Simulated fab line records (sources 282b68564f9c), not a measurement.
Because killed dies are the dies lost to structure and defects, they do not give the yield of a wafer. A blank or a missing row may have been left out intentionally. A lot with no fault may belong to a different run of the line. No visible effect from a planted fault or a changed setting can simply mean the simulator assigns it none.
Comparing a struck lot with a sound one :: flow rit-cmos :: 13 out of 202 route steps
Sound: these wafers, L550.1, L550.3, L550.5. The struck wafers were L542.2, L542.5, L542.6. At the end, the cause is stated.
Each step with rows lists, per side, the tool, then ch with its chambers, then its first start. Under that, the readings that differ: sound wafers :: struck wafers :: difference of the means :: sigmas: that difference in standard deviations of wafers without a fault.
alike: a reading whose means differ by less than 2 such deviations, as well as words and numbers matching on both sides. not compared: withheld readings; readings where some wafer has no value; bounds like >300 that might hide an equal value; numbers whose values overlap and for which the record gives no deviation.
The two part at a step that has a row with sigmas, a row that says differs or no value, or rows on one side only. Numbers that don't overlap but have no deviation are shown without sigmas and don't part them. A reading that every wafer of one side lacks parts them only if that side has two wafers or more.

first, 2 steps without rows for these wafers: RIT_PLDD_PEB_04; RIT_PLDD_DEVELOP_05 (develop time 50 s).
RIT_PLDD_OVL_MEAS_06:
  sound: overlay-01 at day 6 17:08; struck: overlay-01 at day 4 21:49
  alike: PLDD_OVL
then, 2 steps without rows for these wafers: RIT_PLDD_HARDBAKE_07 (time 60 s); RIT_PLDD_IMPLANT_08.
RIT_PLDD_STRIP_09: strips in O2, time 180 s.
  sound on plasma-asher-04 ch 0,1, day 6 17:28; struck on plasma-asher-03 ch 0,1, day 4 22:08
  alike: drypump-motor-current-A
  not compared: rf-hours-counter-h
RIT_PLDD_TW_MEAS_10:
  sound: film-metro-01 at day 6 17:39; struck: film-metro-02 at day 4 22:19
reading: PLDD_TW
sound: 2312 2320 2320
struck: 2376 2386 2382
difference: +64
sigmas: +3
then, 4 steps without rows for these wafers: RIT_SPACER_CLEAN_00 (cleans in SC1, time 600 s); RIT_SPACER_CLEAN_01 (cleans in dHF, time 30 s); RIT_SPACER_CLEAN_02 (cleans in SC2, time 600 s); RIT_SPACER_CVD_03 (deposits Si3N4 from SiH2Cl2/NH3, target thk 250 nm, time 3300 s).
RIT_SPACER_THK_MEAS_04:
  sound: film-metro-01 at day 6 20:01; struck: film-metro-01 at day 5 00:40
  alike: SPACER_NITRIDE_THK
RIT_SPACER_ETCHBACK_05: etches Si3N4 in SF6/CHF3, stops on SiO2, target depth 250 nm, time 240 s.
  sound on rie-diel-03 ch 1,2, day 6 20:04; struck on rie-diel-03 ch 0,2,3, day 5 00:43
  no value came back on the struck wafers for any of 5 readings (CHF3_flow_sccm (sccm), SF6_flow_sccm (sccm) and others); on the sound wafers CHF3_flow_sccm (sccm) reads 29.94 30.15 30.06
reading: model.poly-Si_of_GATE_CVD_08.thk-nm (nm)
sound: 167.3 167.1 165.9
struck: 234 232.8 232.8
difference: +66
sigmas: 

reading: model.Si3N4_of_SPACER_CVD_03.thk-nm (nm)
sound: 193.2 192.4 189.2
struck: 245.9 246 245.9
difference: +54.3
sigmas: 

reading: model.SiO2_of_FOX2_OXIDATION_00.thk-nm (nm)
sound: 183.7 178.4 179.1
struck: 227.3 225 221.2
difference: +44.1
sigmas: 
  not compared: rf-hours-counter-h

WHERE THEY PART
Earliest at RIT_PLDD_TW_MEAS_10; latest, in this record, at RIT_SPACER_ETCHBACK_05.

WHY: what the simulator had put in
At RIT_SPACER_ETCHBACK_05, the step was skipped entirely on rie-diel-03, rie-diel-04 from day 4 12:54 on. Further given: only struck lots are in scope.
